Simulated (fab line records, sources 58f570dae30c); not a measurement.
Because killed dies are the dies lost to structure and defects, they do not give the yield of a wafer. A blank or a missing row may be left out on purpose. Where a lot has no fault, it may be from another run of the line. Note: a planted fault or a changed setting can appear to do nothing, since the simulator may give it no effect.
Lot-split experiment / flow berkeley_cmos170 / 23 wafers read from 5 lots, route of 331 steps

== ON THE SPLIT ==
At UCB170_NSD_IMPLANT_08, the setting dose_cm2 was moved away from the recipe's 3e+15 on 7 of the 23 wafers read, by -3.9% to +4.8%. This setting was run at the recipe's value on the other wafers.

== FROM THE SPLIT TO THE READING: what the file shows between them, 7 steps ==
- UCB170_NSD_STRIP_09: strips in O2
- UCB170_BACKSIDE_COAT_01: resist thk 900 nm (also split here: resist_thk_nm)
- UCB170_BACKSIDE_SOFTBAKE_02: time 60 s
- UCB170_BACKSIDE_STRIP_03: strips in O2
- UCB170_BACKSIDE_CLEAN_04: cleans in SPM, time 600 s
- UCB170_SDANNEAL_RTA_00: time 10 s
- UCB170_SDANNEAL_RTA_01: time 5 s

== THE READING ==
Measured at UCB170_SDANNEAL_RS_MEAS_03 by four-point probe: NSD_RS, in ohm/sq. Typical for fault-free wafers on this fab line: 37.26 ohm/sq, with standard deviation 0.11 ohm/sq.

wafer=L077.1; tool, chamber at the split=implanter-01, 0; dose_cm2 as run=3e+15; against the recipe=recipe; NSD_RS, ohm/sq=37.23; against lot-mates on the recipe=-
wafer=L077.2; tool, chamber at the split=implanter-01, 0; dose_cm2 as run=3e+15; against the recipe=recipe; NSD_RS, ohm/sq=37.14; against lot-mates on the recipe=-
wafer=L077.3; tool, chamber at the split=implanter-01, 0; dose_cm2 as run=3e+15; against the recipe=recipe; NSD_RS, ohm/sq=37.28; against lot-mates on the recipe=-
wafer=L077.4; tool, chamber at the split=implanter-01, 0; dose_cm2 as run=3.086e+15; against the recipe=+2.9%; NSD_RS, ohm/sq=36.77; against lot-mates on the recipe=-0.45
wafer=L077.6; tool, chamber at the split=implanter-01, 0; dose_cm2 as run=3.086e+15; against the recipe=+2.9%; NSD_RS, ohm/sq=36.69; against lot-mates on the recipe=-0.53
wafer=L080.1; tool, chamber at the split=implanter-02, 0; dose_cm2 as run=3e+15; against the recipe=recipe; NSD_RS, ohm/sq=37.13; against lot-mates on the recipe=-
wafer=L080.2; tool, chamber at the split=implanter-02, 0; dose_cm2 as run=3e+15; against the recipe=recipe; NSD_RS, ohm/sq=37.15; against lot-mates on the recipe=-
wafer=L080.6; tool, chamber at the split=implanter-02, 0; dose_cm2 as run=3e+15; against the recipe=recipe; NSD_RS, ohm/sq=37.17; against lot-mates on the recipe=-
wafer=L082.1; tool, chamber at the split=implanter-02, 0; dose_cm2 as run=3e+15; against the recipe=recipe; NSD_RS, ohm/sq=37.11; against lot-mates on the recipe=-
wafer=L082.3; tool, chamber at the split=implanter-02, 0; dose_cm2 as run=3e+15; against the recipe=recipe; NSD_RS, ohm/sq=37.23; against lot-mates on the recipe=-
wafer=L082.4; tool, chamber at the split=implanter-02, 0; dose_cm2 as run=3e+15; against the recipe=recipe; NSD_RS, ohm/sq=37.20; against lot-mates on the recipe=-
wafer=L082.5; tool, chamber at the split=implanter-02, 0; dose_cm2 as run=3e+15; against the recipe=recipe; NSD_RS, ohm/sq=37.25; against lot-mates on the recipe=-
wafer=L082.6; tool, chamber at the split=implanter-02, 0; dose_cm2 as run=3e+15; against the recipe=recipe; NSD_RS, ohm/sq=37.16; against lot-mates on the recipe=-
wafer=L085.1; tool, chamber at the split=implanter-02, 0; dose_cm2 as run=3e+15; against the recipe=recipe; NSD_RS, ohm/sq=37.31; against lot-mates on the recipe=-
wafer=L085.2; tool, chamber at the split=implanter-02, 0; dose_cm2 as run=2.882e+15; against the recipe=-3.9%; NSD_RS, ohm/sq=38.03; against lot-mates on the recipe=+0.74
wafer=L085.3; tool, chamber at the split=implanter-02, 0; dose_cm2 as run=3e+15; against the recipe=recipe; NSD_RS, ohm/sq=37.27; against lot-mates on the recipe=-
wafer=L085.4; tool, chamber at the split=implanter-02, 0; dose_cm2 as run=2.882e+15; against the recipe=-3.9%; NSD_RS, ohm/sq=38.00; against lot-mates on the recipe=+0.71
wafer=L085.6; tool, chamber at the split=implanter-02, 0; dose_cm2 as run=2.882e+15; against the recipe=-3.9%; NSD_RS, ohm/sq=38.01; against lot-mates on the recipe=+0.72
wafer=L084.1; tool, chamber at the split=implanter-02, 0; dose_cm2 as run=3e+15; against the recipe=recipe; NSD_RS, ohm/sq=37.28; against lot-mates on the recipe=-
wafer=L084.2; tool, chamber at the split=implanter-02, 0; dose_cm2 as run=3.143e+15; against the recipe=+4.8%; NSD_RS, ohm/sq=36.56; against lot-mates on the recipe=-0.69
wafer=L084.4; tool, chamber at the split=implanter-02, 0; dose_cm2 as run=3e+15; against the recipe=recipe; NSD_RS, ohm/sq=37.23; against lot-mates on the recipe=-
wafer=L084.5; tool, chamber at the split=implanter-02, 0; dose_cm2 as run=3e+15; against the recipe=recipe; NSD_RS, ohm/sq=37.24; against lot-mates on the recipe=-
wafer=L084.6; tool, chamber at the split=implanter-02, 0; dose_cm2 as run=3.143e+15; against the recipe=+4.8%; NSD_RS, ohm/sq=36.66; against lot-mates on the recipe=-0.59

FIT RESULTS
A straight line over all 23 wafers: NSD_RS changes by -0.167 ohm/sq for each +1% of dose_cm2; r = -0.97; the points scatter about the line by 0.091 ohm/sq.
The same after taking each lot's own level away (the mean of its wafers on the recipe; 23 wafers): -0.162 ohm/sq for each +1%; r = -0.99; scatter 0.063 ohm/sq.
That fit puts the effect of the largest move of dose_cm2 on the reading at 0.77 ohm/sq.
The span of the lots' own levels, 37.150 to 37.290 ohm/sq, comes to 1.3 times the standard deviation stated above.
So the lot-to-lot level changes the slope little: the two slopes agree.
Check: for one of the wafers moved furthest among these (+4.8%), held out of the fit, the line's prediction against its lot-mates is -0.768 ohm/sq. Against them it came out at -0.69 ohm/sq.

== OTHER SPLITS ON THESE WAFERS ==
Before the reading, these wafers also passed through other splits. Each is held against what the fit with the lots' levels taken away leaves over:
other split on the same wafers=UCB170_PSD_EXPOSE_03 dose_mj; wafers away from the commonest value=6; r with NSD_RS (lot level and that fit taken away)=+0.08
other split on the same wafers=UCB170_BACKSIDE_COAT_01 resist_thk_nm; wafers away from the commonest value=7; r with NSD_RS (lot level and that fit taken away)=+0.00

== THE WHOLE CHAIN: every reading that the file lists as answering this split, in the file's order ==
step=UCB170_NSD_STRIP_09; what it does=strips in O2; reading=strip_time_to_endpoint_s; change (the file's fit)=withheld for each +1% of the setting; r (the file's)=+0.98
step=UCB170_SDANNEAL_RS_MEAS_03; what it does=measures by four-point-probe; reading=NSD_RS; change (the file's fit)=-0.158 for each +1% of the setting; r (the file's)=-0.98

== FILE'S OWN FIT ==
NSD_RS changes by -0.158 ohm/sq for each +1% of dose_cm2, r = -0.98.
